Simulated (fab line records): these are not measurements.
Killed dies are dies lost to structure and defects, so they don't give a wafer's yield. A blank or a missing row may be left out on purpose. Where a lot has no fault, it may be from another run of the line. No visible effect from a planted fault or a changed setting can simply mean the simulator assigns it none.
fab line records + flow rit_cmos
record
- lots=14
- wafers=42
- last_day=7
route steps=202 shown FOX2@26 M1@202
lots untouched by any fault: they come from a run of this same line in which no faults occurred
start_h: hours from the record's first day to the start of the lot's first wafer shown + wait_h: hours from the lot's prior step to this one + " identical to the entry in the row above + L1.1+2: several wafers, shown together as one row + - no value, or no start given + * or withheld: withheld + < > ~ a bound
route shown NAME@n: names a module that has steps shown in the file, with the first one's number in the route + usual: average and standard deviation across the fault-free wafers + same: alike in all rows + chamber/n: place in a boat + sites: readings site by site + _std_site: their standard deviation + _edge_site: mean of outer sites minus mean of inner sites + radius_mm: how far each site lies from the wafer's centre + mask NAME#n: copy n + behind: the last tool/chamber to shape the wafer + hold: reason for holding the lot/hours on hold/outcome of the hold + device: names the non-switching transistor (n, p or np) + end of line: the route-end tests of the same wafers + where a step has no rows: the recipe by itself + killed: count of dies lost to structure and defects at first sort (not the wafer's yield) + map: a wafer's dies, x killed, . not, _ none there
set.NAME: the run value of the setting; set.NAME@STEP: its run value at that earlier step + model.NAME: the simulator's own value behind a step, which no gauge read
the route's steps for a sample of lots (tables are steps, rows are wafers)
## steps
# step RIT_FOX2_WET_ETCH_03
# recipe
- chemistry=H3PO4
- target=Si3N4
- target_depth_nm=195
- temp_c=165
- time_s=2700
# usual
- run_length_s=2728/3.3
| lot.wafer | tool         | chamber | start_h | wait_h | run_length_s |
|-----------|--------------|---------|---------|--------|--------------|
| L519.2    | wet_bench-01 | 3       | 22.65   | 0.0    | 2726         |
| L519.5    | "            | 3       | "       | "      | 2726         |
| L519.6    | "            | 3       | "       | "      | 2726         |
| L520.1    | wet_bench-01 | 1       | 26.62   | 0.0    | 2728         |
| L520.2    | "            | 1       | "       | "      | 2728         |
| L520.6    | "            | 1       | "       | "      | 2728         |
| L523.1    | wet_bench-04 | 2       | 40.86   | 0.0    | 2726         |
| L523.4    | "            | 2       | "       | "      | 2726         |
| L523.6    | "            | 2       | "       | "      | 2726         |
| L524.1    | wet_bench-04 | 1       | 44.95   | 0.0    | 2726         |
| L524.3    | "            | 1       | "       | "      | 2726         |
| L524.6    | "            | 1       | "       | "      | 2726         |
| L525.3    | wet_bench-01 | 1       | 49.54   | 0.0    | 2727         |
| L525.4    | "            | 1       | "       | "      | 2727         |
| L525.6    | "            | 1       | "       | "      | 2727         |
| L529.3    | wet_bench-02 | 3       | 71.11   | 0.0    | 2728         |
| L529.4    | "            | 3       | "       | "      | 2728         |
| L529.5    | "            | 3       | "       | "      | 2728         |
| L530.2    | wet_bench-04 | 3       | 75.66   | 0.0    | 2555         |
| L530.3    | "            | 3       | "       | "      | 2555         |
| L530.6    | "            | 3       | "       | "      | 2555         |
| L531.1    | wet_bench-04 | 1       | 81.12   | 0.0    | 2555         |
| L531.5    | "            | 1       | "       | "      | 2555         |
| L531.6    | "            | 1       | "       | "      | 2555         |
| L535.1    | wet_bench-01 | 1       | 100.54  | 0.0    | 2728         |
| L535.3    | "            | 1       | "       | "      | 2728         |
| L535.6    | "            | 1       | "       | "      | 2728         |
| L538.2    | wet_bench-01 | 0       | 114.12  | 0.0    | 2727         |
| L538.4    | "            | 0       | "       | "      | 2727         |
| L538.6    | "            | 0       | "       | "      | 2727         |
| L539.1    | wet_bench-01 | 3       | 118.70  | 0.0    | 2726         |
| L539.2    | "            | 3       | "       | "      | 2726         |
| L539.5    | "            | 3       | "       | "      | 2726         |
| L540.2    | wet_bench-01 | 2       | 125.00  | 0.0    | 2732         |
| L540.4    | "            | 2       | "       | "      | 2732         |
| L540.6    | "            | 2       | "       | "      | 2732         |
| L541.2    | wet_bench-02 | 3       | 130.06  | 0.0    | 2727         |
| L541.4    | "            | 3       | "       | "      | 2727         |
| L541.6    | "            | 3       | "       | "      | 2727         |
| L542.1    | wet_bench-01 | 1       | 135.41  | 0.0    | 2735         |
| L542.4    | "            | 1       | "       | "      | 2735         |
| L542.5    | "            | 1       | "       | "      | 2735         |
# step RIT_M1_PROBE_99
# usual
- killed_at_M0_to_M3=0.0/0.12
- killed_at_front_end=7.1/2.7
- killed_dies=7.2/2.7
- killed_open=3.5/1.9
- killed_short=3.6/1.9
# same
- gross_dies=264
- killed_at_M4_up=0
- killed_at_back_side=0
- killed_at_contacts=0
- killed_at_other=0
| lot.wafer | tool      | chamber | start_h | wait_h | killed_at_M0_to_M3 | killed_at_front_end | killed_dies | killed_open | killed_short |
|-----------|-----------|---------|---------|--------|--------------------|---------------------|-------------|-------------|--------------|
| L525.3    | prober-02 | -       | 91.89   | 0.2    | 1                  | 9                   | 10          | 3           | 6            |
| L525.4    | prober-02 | -       | 91.94   | 0.2    | 0                  | 5                   | 5           | 3           | 2            |
| L525.6    | prober-02 | -       | 92.04   | 0.2    | 0                  | 9                   | 9           | 3           | 6            |
| L530.2    | prober-01 | -       | 116.65  | 0.1    | 0                  | 6                   | 6           | 2           | 4            |
| L530.3    | prober-01 | -       | 116.70  | 0.2    | 0                  | 13                  | 13          | 5           | 8            |
| L530.6    | prober-01 | -       | 116.85  | 0.2    | 0                  | 7                   | 7           | 6           | 1            |
| L531.5    | prober-02 | -       | 122.04  | 0.2    | 0                  | 4                   | 4           | 2           | 2            |
# killed by level:class
L525.3 FOX1:geometric_particle:open=2 REOX:geometric_particle:short=2 ACTIVE:geometric_particle:short=1 FOX2:geometric_particle:short=1 GATE:geometric_particle:short=1 SPACER:geometric_particle:short=1 SILICIDE:geometric_particle:open=1 M1:coat_microbubble_printed=1
L525.4 SILICIDE:geometric_particle:open=2 FOX1:geometric_particle:short=1 SPACER:geometric_particle:open=1 SPACER:geometric_particle:short=1
L525.6 GATE:geometric_particle:short=2 FOX1:geometric_particle:open=1 FOX1:geometric_particle:short=1 FOX2:geometric_particle:open=1 FOX2:geometric_particle:short=1 GATE:geometric_particle:open=1 SPACER:geometric_particle:short=1 SILICIDE:geometric_particle:short=1
L530.2 FOX1:geometric_particle:short=2 SPACER:geometric_particle:short=2 FOX1:geometric_particle:open=1 SPACER:geometric_particle:open=1
L530.3 SPACER:geometric_particle:short=4 GATE:geometric_particle:short=2 GATE:geometric_particle:open=2 FOX1:geometric_particle:open=1 FOX1:geometric_particle:short=1 FOX2:geometric_particle:short=1 SPACER:geometric_particle:open=1 SILICIDE:geometric_particle:open=1
L530.6 REOX:geometric_particle:open=3 FOX1:geometric_particle:open=1 FOX1:geometric_particle:short=1 SPACER:geometric_particle:open=1 SILICIDE:geometric_particle:open=1
L531.5 FOX1:geometric_particle:open=2 FOX1:geometric_particle:short=1 GATE:geometric_particle:short=1
## key
first_sign
- step=RIT_FOX2_WET_ETCH_03
- reading=run_length_s
- direction=down
- sigmas=52
- usual=*
- struck=*
effect none on later readings
met_at RIT_FOX2_WET_ETCH_03
struck_lots L530,L531
tester_left_out L530,L531
onset_between 44.95 75.66
fault
- kind=process_parameter_drift
- tool=wet_bench-04
- chamber=-
- onset_h=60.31
- steps=RIT_FOX2_WET_ETCH_03
- channel=time_s
- offset=*
- shape=step
- end_h=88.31
- acts_in=*
- stated=*
# tester_left_out: of these lots the tester's yield and bins aren't shown, on N5 and GAA mostly nor the transistor test; their killed dies are dies lost to structure and defects alone, not to doping, threshold or leakage, so they don't give the yield
